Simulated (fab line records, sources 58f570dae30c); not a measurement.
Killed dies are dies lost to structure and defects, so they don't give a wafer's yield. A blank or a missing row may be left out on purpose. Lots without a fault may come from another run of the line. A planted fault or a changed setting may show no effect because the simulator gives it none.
fab line records | flow berkeley_cmos170
record lots=14 wafers=42 last_day=13
route steps=331 shown NSD@191
lots that met no fault: from a run of the same line without faults
start_h: hours from the record's first day to the start of the lot's first wafer shown | wait_h: hours since the lot's step before | " the same as in the row above | L1.1+2: a row that stands for several wafers | - no value, or no start given | * or withheld: withheld | < > ~ a bound
route shown NAME@n: a module of which the file shows steps, and the number in the route of the first | usual: mean/standard deviation of fault-free wafers | same: alike in all rows | chamber/n: place in a boat | sites: the reading at each site | _std_site: their standard deviation | _edge_site: outer sites' mean less inner sites' | radius_mm: how far each site lies from the wafer's centre | mask NAME#n: copy n | behind: the tool/chamber that last shaped the wafer | hold: why the lot was held/for how many hours/how that ended | device: the transistor (n, p or np) that didn't switch | end of line: the same wafers' tests at the end of the route | a step without rows: its recipe alone | killed: dies lost to structure and defects at the first sort, not the wafer's yield | map: a wafer's dies, x killed, . not, _ none there
set.NAME: the setting as run; set.NAME@STEP: as run at that earlier step | model.NAME: the simulator's own value behind a step, which no gauge read
steps of the route over a sample of lots; a table a step, a row a wafer
## steps
# step UCB170_NSD_PEB_04
# recipe peb_temp_c=130 peb_time_s=withheld resist=KrF
# usual chill_plate_temp_C=22.99/0.11 heater_power_total_W=56.80/0.04 plate_temp_C=130.01/0.13
# columns lot.wafer tool chamber start_h wait_h chill_plate_temp_C heater_power_total_W plate_temp_C
L841.1 litho_track-03 0 175 - 22.92 56.83 130.08
L841.3 " 0 " " 22.90 56.84 130.09
L841.4 " 0 " " 22.94 56.80 130.21
L842.1 litho_track-02 0 176 - 23.04 56.84 130.02
L842.2 " 0 " " 22.94 56.80 129.90
L842.3 " 0 " " 22.84 56.80 129.97
L844.1 litho_track-04 0 176 - 22.87 56.83 129.86
L844.3 " 0 " " 22.85 56.79 129.86
L844.4 " 0 " " 22.92 56.71 129.97
L846.3 litho_track-04 0 211.38 0.1 22.87 56.81 130.08
L846.4 " 0 " " 22.91 56.81 130.07
L846.6 " 0 " " 22.81 56.84 130.13
L848.1 litho_track-03 0 211.69 0.1 23.04 56.81 130.06
L848.3 " 0 " " 23.19 56.85 130.29
L848.5 " 0 " " 23.06 56.82 130.24
L849.3 litho_track-04 0 211.98 0.1 22.73 55.32 127.34
L849.4 " 0 " " 22.84 55.30 127.45
L849.6 " 0 " " 22.89 55.37 127.10
L847.1 litho_track-02 0 212.17 0.1 23.18 56.78 129.87
L847.4 " 0 " " 23.11 56.79 129.70
L847.5 " 0 " " 23.07 56.81 130.14
L853.1 litho_track-04 0 221.66 0.6 23.07 55.30 127.69
L853.3 " 0 " " 23.03 55.33 127.45
L853.4 " 0 " " 23.10 55.29 127.46
L857.2 litho_track-03 0 264.41 0.1 23.13 56.70 130.07
L857.3 " 0 " " 23.07 56.82 130.02
L857.4 " 0 " " 23.02 56.80 130.11
L859.1 litho_track-02 0 264.72 0.2 23.20 56.79 129.97
L859.2 " 0 " " 23.05 56.78 130.11
L859.4 " 0 " " 23.02 56.83 129.99
L858.1 litho_track-02 0 265.03 0.1 23.00 56.73 130.04
L858.2 " 0 " " 22.97 56.74 130.07
L858.3 " 0 " " 22.81 56.77 129.99
L862.1 litho_track-03 0 272.21 0.4 23.05 56.82 129.90
L862.4 " 0 " " 22.99 56.83 130.07
L862.5 " 0 " " 23.03 56.85 130.03
L863.2 litho_track-02 0 272.36 0.1 23.00 56.85 130.17
L863.3 " 0 " " 23.04 56.84 129.91
L863.4 " 0 " " 23.10 56.73 129.96
L864.3 litho_track-03 0 292.30 0.8 23.03 56.81 130.09
L864.4 " 0 " " 22.96 56.78 130.05
L864.5 " 0 " " 23.11 56.74 129.86
# step UCB170_NSD_CD_MEAS_06
# recipe target_cd_nm=1200
# usual cd_nm=1200.4/1.1
# columns lot.wafer tool chamber start_h wait_h cd_nm
L841.1 cd_sem-02 - 175.84 - 1199.4
L841.3 " - " " 1199.1
L841.4 " - " " 1200.7
L844.1 cd_sem-02 - 176.29 - 1201.9
L844.3 " - " " 1201.9
L844.4 " - " " 1202.2
L842.1 cd_sem-01 - 176.39 - 1199.8
L842.2 " - " " 1201.6
L842.3 " - " " 1201.4
L846.3 cd_sem-01 - 211.65 - 1199.8
L846.4 " - " " 1200.3
L846.6 " - " " 1199.2
L848.1 cd_sem-02 - 211.96 - 1199.8
L848.3 " - " " 1200.7
L848.5 " - " " 1200.2
L849.3 cd_sem-01 - 212.24 - 1181.2
L849.4 " - " " 1182.4
L849.6 " - " " 1182.5
L847.1 cd_sem-02 - 212.44 - 1201.5
L847.4 " - " " 1201.6
L847.5 " - " " 1200.4
L853.1 cd_sem-01 - 221.93 - 1179.3
L853.3 " - " " 1177.9
L853.4 " - " " 1179.6
L857.2 cd_sem-02 - 264.68 - 1199.2
L857.3 " - " " 1199.1
L857.4 " - " " 1199.0
L859.1 cd_sem-01 - 265.00 - 1200.4
L859.2 " - " " 1200.2
L859.4 " - " " 1199.9
L858.1 cd_sem-01 - 265.31 - 1200.8
L858.2 " - " " 1199.7
L858.3 " - " " 1201.6
L862.1 cd_sem-01 - 272.55 - 1199.9
L862.4 " - " " 1201.8
L862.5 " - " " 1201.3
L863.2 cd_sem-02 - 272.63 - 1199.8
L863.3 " - " " 1200.7
L863.4 " - " " 1201.5
L864.3 cd_sem-01 - 292.56 - 1200.6
L864.4 " - " " 1201.0
L864.5 " - " " 1199.9
## key
first_sign step=UCB170_NSD_PEB_04 reading=heater_power_total_W direction=down sigmas=37 usual=56.80 struck=55.32
effect step=UCB170_NSD_PEB_04 reading=plate_temp_C direction=down sigmas=19 usual=* struck=*
effect step=UCB170_NSD_CD_MEAS_06 reading=cd_nm direction=down sigmas=18 usual=1200.4 struck=1180.5
met_at UCB170_NSD_PEB_04
struck_lots L849,L853
tester_left_out L849,L853
onset_between 211.38 211.98
fault kind=process_parameter_drift tool=litho_track-04 chamber=- onset_h=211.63 steps=UCB170_NSD_PEB_04 channel=peb_temp_c offset=* shape=step end_h=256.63 acts_in=* stated=*
# tester_left_out: of these lots the tester's yield and bins aren't shown, on N5 and GAA mostly nor the transistor test; their killed dies are dies lost to structure and defects alone, not to doping, threshold or leakage, so they don't give the yield
